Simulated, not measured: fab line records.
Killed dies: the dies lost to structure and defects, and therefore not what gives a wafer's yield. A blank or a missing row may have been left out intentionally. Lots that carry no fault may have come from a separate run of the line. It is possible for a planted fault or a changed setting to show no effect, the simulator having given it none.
Matching of chambers || flow berkeley cmos170 || 4 sister chambers for UCB170_V1_CMP_02 on cmp-01
The step polishes SiO2. 4 wafers are shown with their chamber, then 8 later ones without.

== WAFERS, EACH WITH ITS CHAMBER ==
{"wafer": "L456.1", "chamber": 3, "motor current A (A)": 14.5}
{"wafer": "L456.2", "chamber": 2, "motor current A (A)": 16.8}
{"wafer": "L456.3", "chamber": 0, "motor current A (A)": 15.7}
{"wafer": "L458.3", "chamber": 1, "motor current A (A)": 17.5}

== WAFERS WITHOUT THEIR CHAMBER ==
{"wafer": "L458.5", "motor current A (A)": 16.1}
{"wafer": "L458.6", "motor current A (A)": 17.0}
{"wafer": "L461.1", "motor current A (A)": 15.6}
{"wafer": "L461.3", "motor current A (A)": 15.3}
{"wafer": "L461.6", "motor current A (A)": 15.4}
{"wafer": "L463.1", "motor current A (A)": 16.6}
{"wafer": "L463.4", "motor current A (A)": 14.3}
{"wafer": "L463.6", "motor current A (A)": 14.5}

== THE CHAMBER EACH PASSED THROUGH ==
{"wafer": "L458.5", "from the rows above": "can't be placed: 0 or 2", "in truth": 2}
{"wafer": "L458.6", "from the rows above": "can't be placed: 2 or 1", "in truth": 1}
{"wafer": "L461.1", "from the rows above": 0, "in truth": 0}
{"wafer": "L461.3", "from the rows above": "can't be placed: 0 or 3", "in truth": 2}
{"wafer": "L461.6", "from the rows above": 0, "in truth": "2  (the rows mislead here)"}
{"wafer": "L463.1", "from the rows above": 2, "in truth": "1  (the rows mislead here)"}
{"wafer": "L463.4", "from the rows above": 3, "in truth": 3}
{"wafer": "L463.6", "from the rows above": 3, "in truth": 3}
Placed correctly: 3 of 8. Can't be placed from these rows: 3 (the true chamber is among the candidates in 2). 2 placed wrongly.
How it was worked out, from the rows above alone: a wafer's distance from a chamber is the root of the sum, over the readings, of the square of ((its reading less the chamber's mean) divided by the reading's scatter). If the next closest chamber is less than 2 further off than the closest, the wafer can't be placed; otherwise it belongs to the closest. A chamber's mean is the mean of its shown wafers. The scatter: root of mean squared gap, hidden wafer to nearest shown wafer, with one shown wafer a chamber.
